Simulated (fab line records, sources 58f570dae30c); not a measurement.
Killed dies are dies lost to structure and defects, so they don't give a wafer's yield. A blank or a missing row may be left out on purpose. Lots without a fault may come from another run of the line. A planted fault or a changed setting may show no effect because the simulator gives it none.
fab line records | flow berkeley_cmos170
record lots=24 wafers=72 last_day=13
route steps=331 shown START@4 NWELL@26 PWELL@47 ACTIVE@73 GATE@143
lots that met no fault: from a run of the same line without faults
start_h: hours from the record's first day to the start of the lot's first wafer shown | wait_h: hours since the lot's step before | " the same as in the row above | L1.1+2: a row that stands for several wafers | - no value, or no start given | * or withheld: withheld | < > ~ a bound
route shown NAME@n: a module of which the file shows steps, and the number in the route of the first | usual: mean/standard deviation of fault-free wafers | same: alike in all rows | chamber/n: place in a boat | sites: the reading at each site | _std_site: their standard deviation | _edge_site: outer sites' mean less inner sites' | radius_mm: how far each site lies from the wafer's centre | mask NAME#n: copy n | behind: the tool/chamber that last shaped the wafer | hold: why the lot was held/for how many hours/how that ended | device: the transistor (n, p or np) that didn't switch | end of line: the same wafers' tests at the end of the route | a step without rows: its recipe alone | killed: dies lost to structure and defects at the first sort, not the wafer's yield | map: a wafer's dies, x killed, . not, _ none there
set.NAME: the setting as run; set.NAME@STEP: as run at that earlier step | model.NAME: the simulator's own value behind a step, which no gauge read
steps of the route over a sample of lots; a table a step, a row a wafer
services: from which hour (start_h, from the record's first day; less than 0 if before it) a tool's chamber was out of use, for how many hours, and why
## steps
# step UCB170_START_THK_MEAS_03
# recipe reads=SiO2_of_START_OXIDATION_02
# usual START_OXIDE_THK=19.9/0.38
# columns lot.wafer tool chamber start_h wait_h START_OXIDE_THK[nm]
L074.1 film_metro-02 - 16.25 0.0 20.2
L074.4 " - " " 20.3
L074.6 " - " " 20.5
L075.1 film_metro-03 - 21.06 0.0 19.5
L075.3 " - " " 19.2
L075.6 " - " " 19.7
L076.2 film_metro-03 - 26.04 0.0 20.1
L076.3 " - " " 20.4
L076.6 " - " " 20.2
L077.1 film_metro-04 - 30.49 0.0 19.8
L077.3 " - " " 19.3
L077.6 " - " " 19.5
L078.2 film_metro-03 - 36.75 0.0 19.8
L078.3 " - " " 20.3
L078.5 " - " " 20.0
L079.1 film_metro-04 - 40.84 0.0 20.1
L079.2 " - " " 19.9
L079.3 " - " " 20.0
L080.1 film_metro-03 - 47.17 0.0 20.6
L080.3 " - " " 20.8
L080.6 " - " " 20.8
L081.1 film_metro-04 - 47.17 0.0 19.8
L081.5 " - " " 20.0
L081.6 " - " " 20.0
L083.1 film_metro-02 - 57.93 0.0 19.7
L083.4 " - " " 19.6
L083.6 " - " " 19.6
L082.3 film_metro-03 - 57.95 0.0 20.3
L082.5 " - " " 19.9
L082.6 " - " " 20.1
L084.1 film_metro-02 - 70.48 0.0 19.5
L084.3 " - " " 19.4
L084.5 " - " " 19.4
L085.1 film_metro-04 - 70.48 0.0 19.3
L085.2 " - " " 19.6
L085.3 " - " " 19.8
L086.1 film_metro-03 - 77.56 0.0 19.9
L086.3 " - " " 19.7
L086.4 " - " " 19.8
L087.1 film_metro-04 - 77.56 0.0 19.9
L087.5 " - " " 19.6
L087.6 " - " " 20.1
L088.1 film_metro-04 - 86.51 0.0 20.2
L088.2 " - " " 19.7
L088.6 " - " " 20.1
L089.1 film_metro-02 - 90.68 0.0 19.9
L089.2 " - " " 19.4
L089.4 " - " " 19.1
L090.1 film_metro-04 - 95.68 0.0 19.5
L090.5 " - " " 19.5
L090.6 " - " " 19.3
L092.1 film_metro-04 - 103.07 0.0 20.0
L092.5 " - " " 20.2
L092.6 " - " " 20.1
L091.3 film_metro-03 - 103.09 0.0 19.2
L091.4 " - " " 19.9
L091.5 " - " " 19.7
L093.3 film_metro-04 - 109.79 0.0 19.8
L093.5 " - " " 19.8
L093.6 " - " " 19.6
L094.1 film_metro-03 - 115.56 0.0 20.4
L094.2 " - " " 20.5
L094.5 " - " " 20.5
L095.2 film_metro-03 - 121.97 0.0 20.2
L095.3 " - " " 20.4
L095.6 " - " " 19.9
L096.2 film_metro-02 - 121.97 0.0 20.4
L096.3 " - " " 20.4
L096.4 " - " " 20.3
L097.2 film_metro-03 - 130.00 0.0 20.2
L097.3 " - " " 19.8
L097.5 " - " " 19.8
# step UCB170_NWELL_OVL_MEAS_12
# usual NWELL_OVL=2/5.4
# columns lot.wafer tool chamber start_h wait_h NWELL_OVL[nm]
L074.1 overlay-01 - 33.58 - 8
L074.4 " - " " 3
L074.6 " - " " 6
L075.1 overlay-01 - 44.80 - 1
L075.3 " - " " -7
L075.6 " - " " 0
L076.2 overlay-02 - 44.92 - -2
L076.3 " - " " 2
L076.6 " - " " 0
L077.1 overlay-02 - 52.92 - 7
L077.3 " - " " 5
L077.6 " - " " 6
L078.2 overlay-02 - 53.05 - -3
L078.3 " - " " -5
L078.5 " - " " -6
L079.1 overlay-01 - 65.77 - 2
L079.2 " - " " 5
L079.3 " - " " -3
L080.1 overlay-01 - 78.65 - 3
L080.3 " - " " -3
L080.6 " - " " -4
L081.1 overlay-02 - 78.75 - 0
L081.5 " - " " 2
L081.6 " - " " 6
L082.3 overlay-02 - 84.02 - -6
L082.5 " - " " -5
L082.6 " - " " -4
L083.1 overlay-01 - 84.34 - 5
L083.4 " - " " 3
L083.6 " - " " -4
L084.1 overlay-02 - 93.75 - 9
L084.3 " - " " 7
L084.5 " - " " 12
L085.1 overlay-02 - 93.85 - -4
L085.2 " - " " -7
L085.3 " - " " 1
L086.1 overlay-01 - 98.09 - 5
L086.3 " - " " 3
L086.4 " - " " -1
L087.1 overlay-02 - 98.21 - 11
L087.5 " - " " 7
L087.6 " - " " 10
L089.1 overlay-01 - 108.48 - -2
L089.2 " - " " -2
L089.4 " - " " -4
L088.1 overlay-01 - 108.72 - 3
L088.2 " - " " -6
L088.6 " - " " -3
L090.1 overlay-01 - 121.94 - 5
L090.5 " - " " 1
L090.6 " - " " 5
L091.3 overlay-02 - 122.22 - 5
L091.4 " - " " 0
L091.5 " - " " 8
L092.1 overlay-02 - 122.49 - -2
L092.5 " - " " -2
L092.6 " - " " 8
L093.3 overlay-02 - 135.21 - 8
L093.5 " - " " 4
L093.6 " - " " -1
L094.1 overlay-02 - 138.87 - -5
L094.2 " - " " -2
L094.5 " - " " -7
L095.2 overlay-01 - 150.20 - 14
L095.3 " - " " 5
L095.6 " - " " 6
L096.2 overlay-02 - 150.37 - 5
L096.3 " - " " 8
L096.4 " - " " 12
L097.2 overlay-01 - 150.37 - 1
L097.3 " - " " 9
L097.5 " - " " 7
# step UCB170_NWELL_STRIP_15
# recipe chemistry=O2 power_w=400 pressure_mtorr=3500 platen_temp_c=withheld o2_flow_sccm=400 overash_fraction=0.5
# usual chamber_pressure_mTorr=3499/9.8 drypump_motor_current_A=5.47/0.24 oes_product_au=0.721/0.0039 strip_time_to_endpoint_s=18.03/0.11
# columns lot.wafer tool chamber start_h wait_h chamber_pressure_mTorr drypump_motor_current_A oes_product_au rf_hours_counter_h strip_time_to_endpoint_s
L074.1 plasma_asher-01 1 33.87 0.1 3495 5.43 0.723 29 18.02
L074.4 " 0 " " 3500 5.42 0.724 - 17.96
L074.6 " 0 " " 3504 5.42 0.722 - 18.08
L075.1 plasma_asher-01 0 45.09 0.1 3499 5.41 0.716 30 17.83
L075.3 " 1 " " 3504 5.45 0.720 - 18.07
L075.6 " 1 " " 3502 5.45 0.727 - 17.97
L076.2 plasma_asher-02 1 45.21 0.1 3500 5.89 0.716 30 18.06
L076.3 " 0 " " 3498 5.19 0.716 - 17.98
L076.6 " 1 " " 3503 5.90 0.722 - 17.96
L077.1 plasma_asher-02 0 53.21 0.1 3498 5.17 0.718 31 17.89
L077.3 " 0 " " 3503 5.15 0.722 - 17.94
L077.6 " 0 " " 3498 5.17 0.729 - 18.01
L078.2 plasma_asher-03 1 53.33 0.1 3503 5.34 0.723 32 18.21
L078.3 " 0 " " 3500 5.53 0.724 - 18.16
L078.5 " 1 " " 3495 5.34 0.727 - 18.21
L079.1 plasma_asher-02 1 66.05 0.1 3492 5.87 0.724 32 18.08
L079.2 " 0 " " 3496 5.17 0.718 32 18.12
L079.3 " 0 " " 3497 5.21 0.710 - 18.13
L080.1 plasma_asher-02 0 78.94 0.1 3496 5.19 0.724 34 17.80
L080.3 " 0 " " 3499 5.15 0.721 - 18.07
L080.6 " 1 " " 3498 5.89 0.717 - 18.12
L081.1 plasma_asher-01 1 79.04 0.1 3498 5.45 0.716 33 18.05
L081.5 " 1 " " 3498 5.41 0.728 - 18.15
L081.6 " 0 " " 3499 5.40 0.718 - 18.11
L082.3 plasma_asher-02 0 84.33 0.1 3499 5.15 0.725 - 18.11
L082.5 " 1 " " 3503 5.88 0.718 - 18.00
L082.6 " 0 " " 3503 5.15 0.718 - 18.08
L083.1 plasma_asher-01 1 84.63 0.1 3499 5.43 0.720 34 18.08
L083.4 " 1 " " 3502 5.45 0.717 - 18.16
L083.6 " 0 " " 3498 5.40 0.726 - 18.22
L084.1 plasma_asher-03 0 94.04 0.1 3500 5.47 0.720 35 17.77
L084.3 " 0 " " 3495 5.51 0.716 - 17.99
L084.5 " 1 " " 3501 5.36 0.720 - 17.78
L085.1 plasma_asher-02 1 94.19 0.1 3500 5.91 0.711 36 18.31
L085.2 " 0 " " 3501 5.16 0.727 36 17.93
L085.3 " 0 " " 3503 5.15 0.725 - 17.97
L086.1 plasma_asher-01 0 98.38 0.1 3501 5.40 0.722 36 18.02
L086.3 " 0 " " 3387 5.40 0.720 - 17.95
L086.4 " 1 " " 3502 5.44 0.724 - 17.85
L087.1 plasma_asher-03 1 98.50 0.1 3497 5.34 0.721 36 17.97
L087.5 " 1 " " 3498 5.34 0.730 - 17.78
L087.6 " 0 " " 3503 5.56 0.717 - 17.90
L089.1 plasma_asher-02 1 108.77 0.1 3499 5.87 0.727 37 18.08
L089.2 " 0 " " 3501 5.14 0.722 37 18.06
L089.4 " 1 " " 3498 5.90 0.718 - 18.08
L088.1 plasma_asher-02 1 109.01 0.1 3502 5.92 0.720 37 18.14
L088.2 " 0 " " 3499 5.16 0.715 37 18.09
L088.6 " 0 " " 3492 5.12 0.725 - 18.19
L090.1 plasma_asher-03 0 122.23 0.1 3501 5.48 0.728 0 17.89
L090.5 " 0 " " 3501 5.48 0.731 - 17.77
L090.6 " 1 " " 3503 5.34 0.718 - 17.94
L091.3 plasma_asher-01 0 122.53 0.1 3504 5.40 0.718 - 18.11
L091.4 " 1 " " 3501 5.45 0.730 - 18.14
L091.5 " 1 " " 3505 5.44 0.721 - 18.16
L092.1 plasma_asher-01 1 122.77 0.1 3500 5.43 0.720 38 18.00
L092.5 " 0 " " 3500 5.38 0.720 - 18.10
L092.6 " 1 " " 3497 5.45 0.721 - 18.01
L093.3 plasma_asher-03 0 135.52 0.1 3497 5.47 0.726 - 17.96
L093.5 " 1 " " 3497 5.35 0.721 - 17.92
L093.6 " 0 " " 3501 5.49 0.721 - 18.16
L094.1 plasma_asher-02 1 139.15 0.1 3499 5.90 0.719 41 18.11
L094.2 " 0 " " 3496 5.17 0.718 41 18.12
L094.5 " 0 " " 3500 5.18 0.721 - 18.06
L095.2 plasma_asher-01 0 150.48 0.1 3501 5.42 0.719 41 17.98
L095.3 " 0 " " 3499 5.41 0.724 - 17.99
L095.6 " 0 " " 3505 5.41 0.716 - 18.02
L096.2 plasma_asher-03 1 150.65 0.1 3499 5.35 0.724 4 17.91
L096.3 " 0 " " 3502 5.49 0.721 - 18.12
L096.4 " 1 " " 3502 5.38 0.718 - 18.05
L097.2 plasma_asher-02 1 150.65 0.1 3500 5.88 0.724 43 18.13
L097.3 " 0 " " 3501 5.16 0.720 - 18.07
L097.5 " 0 " " 3500 5.13 0.721 - 18.08
# step UCB170_PWELL_OVL_MEAS_13
# usual PWELL_OVL=1/5.6
# columns lot.wafer tool chamber start_h wait_h PWELL_OVL[nm]
L074.1 overlay-01 - 49.70 - 1
L074.4 " - " " 1
L074.6 " - " " 6
L076.2 overlay-01 - 71.78 - -1
L076.3 " - " " 1
L076.6 " - " " 4
L075.1 overlay-01 - 72.01 - 4
L075.3 " - " " 8
L075.6 " - " " 7
L078.2 overlay-01 - 78.93 - 8
L078.3 " - " " 3
L078.5 " - " " 4
L077.1 overlay-02 - 79.02 - -5
L077.3 " - " " -9
L077.6 " - " " -6
L079.1 overlay-01 - 87.56 - -7
L079.2 " - " " -3
L079.3 " - " " -3
L080.1 overlay-01 - 97.06 - 16
L080.3 " - " " 7
L080.6 " - " " 5
L081.1 overlay-02 - 97.38 - -10
L081.5 " - " " -4
L081.6 " - " " -3
L082.3 overlay-01 - 104.89 - 9
L082.5 " - " " 4
L082.6 " - " " 5
L083.1 overlay-02 - 105.15 - 0
L083.4 " - " " -6
L083.6 " - " " -3
L085.1 overlay-02 - 114.75 - 3
L085.2 " - " " 3
L085.3 " - " " -3
L084.1 overlay-02 - 114.83 - 3
L084.3 " - " " 5
L084.5 " - " " 7
L086.1 overlay-02 - 115.07 - -4
L086.3 " - " " -2
L086.4 " - " " -7
L087.1 overlay-01 - 123.22 - 9
L087.5 " - " " 0
L087.6 " - " " -4
L088.1 overlay-01 - 132.46 - 5
L088.2 " - " " 1
L088.6 " - " " -2
L089.1 overlay-01 - 132.61 - 12
L089.2 " - " " 8
L089.4 " - " " 8
L091.3 overlay-02 - 143.49 - -8
L091.4 " - " " -8
L091.5 " - " " -10
L090.1 overlay-02 - 143.60 - -1
L090.5 " - " " 0
L090.6 " - " " -4
L092.1 overlay-01 - 144.33 - -4
L092.5 " - " " -4
L092.6 " - " " 6
L093.3 overlay-01 - 156.08 - 0
L093.5 " - " " -1
L093.6 " - " " 1
L094.1 overlay-02 - 156.19 - -1
L094.2 " - " " 11
L094.5 " - " " 1
L096.2 overlay-01 - 170.54 - -5
L096.3 " - " " 0
L096.4 " - " " -3
L095.2 overlay-01 - 170.79 - 11
L095.3 " - " " 1
L095.6 " - " " 1
L097.2 overlay-02 - 170.87 - 1
L097.3 " - " " -1
L097.5 " - " " 8
# step UCB170_ACTIVE_CD_MEAS_13
# recipe target_cd_nm=1200
# usual cd_nm=1200.4/1.2
# columns lot.wafer tool chamber start_h wait_h cd_nm
L074.1 cd_sem-02 - 90.06 - 1200.1
L074.4 " - " " 1200.2
L074.6 " - " " 1200.6
L075.1 cd_sem-02 - 102.87 - 1202.0
L075.3 " - " " 1200.8
L075.6 " - " " 1199.6
L076.2 cd_sem-01 - 103.14 - 1200.3
L076.3 " - " " 1201.8
L076.6 " - " " 1200.9
L078.2 cd_sem-02 - 114.78 - 1200.7
L078.3 " - " " 1201.1
L078.5 " - " " 1201.2
L077.1 cd_sem-02 - 115.34 - 1202.3
L077.3 " - " " 1199.5
L077.6 " - " " 1200.7
L079.1 cd_sem-02 - 124.73 - 1200.3
L079.2 " - " " 1200.8
L079.3 " - " " 1200.6
L080.1 cd_sem-02 - 132.83 - 1198.5
L080.3 " - " " 1198.7
L080.6 " - " " 1198.2
L081.1 cd_sem-01 - 132.85 - 1198.0
L081.5 " - " " 1197.7
L081.6 " - " " 1197.8
L082.3 cd_sem-01 - 140.45 - 1200.8
L082.5 " - " " 1201.5
L082.6 " - " " 1201.0
L083.1 cd_sem-02 - 140.88 - 1198.8
L083.4 " - " " 1200.2
L083.6 " - " " 1200.2
L086.1 cd_sem-01 - 149.48 - 1200.0
L086.3 " - " " 1200.1
L086.4 " - " " 1200.4
L085.1 cd_sem-01 - 149.92 - 1199.5
L085.2 " - " " 1200.5
L085.3 " - " " 1201.0
L084.1 cd_sem-02 - 150.03 - 1201.6
L084.3 " - " " 1200.9
L084.5 " - " " 1201.8
L087.1 cd_sem-01 - 162.50 - 1203.0
L087.5 " - " " 1200.8
L087.6 " - " " 1199.6
L088.1 cd_sem-01 - 163.10 - 1199.1
L088.2 " - " " 1199.0
L088.6 " - " " 1199.9
L089.1 cd_sem-01 - 163.22 - 1200.0
L089.2 " - " " 1198.7
L089.4 " - " " 1198.8
L091.3 cd_sem-01 - 179.03 - 1201.0
L091.4 " - " " 1200.5
L091.5 " - " " 1202.2
L092.1 cd_sem-02 - 179.18 - 1201.2
L092.5 " - " " 1201.7
L092.6 " - " " 1202.5
L090.1 cd_sem-01 - 179.45 - 1198.8
L090.5 " - " " 1199.1
L090.6 " - " " 1198.9
L094.1 cd_sem-01 - 189.51 - 1198.5
L094.2 " - " " 1200.7
L094.5 " - " " 1199.6
L093.3 cd_sem-01 - 189.67 - 1199.2
L093.5 " - " " 1199.0
L093.6 " - " " 1199.2
L097.2 cd_sem-02 - 208.55 - 1201.1
L097.3 " - " " 1200.5
L097.5 " - " " 1201.9
L095.2 cd_sem-01 - 208.79 - 1202.0
L095.3 " - " " 1200.3
L095.6 " - " " 1201.3
L096.2 cd_sem-02 - 209.04 - 1200.9
L096.3 " - " " 1200.5
L096.4 " - " " 1201.5
# step UCB170_GATE_CD_MEAS_90
# recipe target_cd_nm=350
# usual cd_nm=349.7/1.5
# columns lot.wafer tool chamber start_h wait_h cd_nm
L074.1 cd_sem-02 - 145.45 0.1 349.0
L074.4 " - " " 347.9
L074.6 " - " " 348.5
L076.2 cd_sem-01 - 156.20 0.1 347.9
L076.3 " - " " 346.8
L076.6 " - " " 348.5
L075.1 cd_sem-02 - 156.24 0.1 350.3
L075.3 " - " " 349.1
L075.6 " - " " 349.7
L077.1 cd_sem-02 - 172.12 0.1 350.9
L077.3 " - " " 350.4
L077.6 " - " " 350.5
L078.2 cd_sem-01 - 172.39 0.1 350.4
L078.3 " - " " 348.4
L078.5 " - " " 348.4
L079.1 cd_sem-01 - 182.43 0.1 350.6
L079.2 " - " " 349.8
L079.3 " - " " 351.0
L080.1 cd_sem-01 - 190.63 0.1 350.2
L080.3 " - " " 350.2
L080.6 " - " " 348.4
L081.1 cd_sem-01 - 190.75 0.1 351.2
L081.5 " - " " 352.3
L081.6 " - " " 352.8
L083.1 cd_sem-02 - 190.97 0.1 351.0
L083.4 " - " " 350.9
L083.6 " - " " 353.2
L082.3 cd_sem-01 - 191.13 0.1 351.5
L082.5 " - " " 349.9
L082.6 " - " " 351.9
L086.1 cd_sem-02 - 206.39 0.1 353.0
L086.3 " - " " 353.8
L086.4 " - " " 352.7
L085.1 cd_sem-02 - 206.66 0.1 350.9
L085.2 " - " " 348.9
L085.3 " - " " 349.8
L084.1 cd_sem-01 - 206.78 0.1 348.6
L084.3 " - " " 347.1
L084.5 " - " " 349.5
L087.1 cd_sem-01 - 218.07 0.1 349.4
L087.5 " - " " 348.8
L087.6 " - " " 349.0
L089.1 cd_sem-01 - 218.40 0.1 347.9
L089.2 " - " " 348.2
L089.4 " - " " 348.6
L088.1 cd_sem-02 - 218.67 0.1 348.5
L088.2 " - " " 348.8
L088.6 " - " " 345.7
L091.3 cd_sem-02 - 242.09 0.1 351.5
L091.4 " - " " 349.8
L091.5 " - " " 349.9
L092.1 cd_sem-01 - 242.28 0.1 347.6
L092.5 " - " " 350.7
L092.6 " - " " 349.4
L090.1 cd_sem-01 - 242.49 0.1 350.1
L090.5 " - " " 351.1
L090.6 " - " " 351.1
L093.3 cd_sem-01 - 248.73 0.1 349.3
L093.5 " - " " 350.2
L093.6 " - " " 348.5
L094.1 cd_sem-02 - 248.99 0.1 350.2
L094.2 " - " " 349.4
L094.5 " - " " 350.0
L095.2 cd_sem-01 - 274.07 0.1 349.4
L095.3 " - " " 349.1
L095.6 " - " " 348.7
L096.2 cd_sem-02 - 274.29 0.1 348.7
L096.3 " - " " 348.2
L096.4 " - " " 349.7
L097.2 cd_sem-02 - 274.57 0.1 352.2
L097.3 " - " " 349.8
L097.5 " - " " 350.5
## services
# columns tool chamber start_h hours kind
plasma_asher-02 - 61.01 0.4 repair
plasma_asher-03 - 80.71 9.3 repair
plasma_asher-01 - 104.32 2.7 repair
plasma_asher-03 - 108.75 9.0 pm
plasma_asher-03 0 108.75 9.0 vent_cycle
plasma_asher-03 1 108.75 9.0 vent_cycle
plasma_asher-01 - 113.15 4.5 repair
plasma_asher-01 - 115.22 0.9 repair
plasma_asher-03 0 117.75 - clean
plasma_asher-03 1 117.75 - clean
plasma_asher-02 - 146.40 2.8 pm
## key
fault none
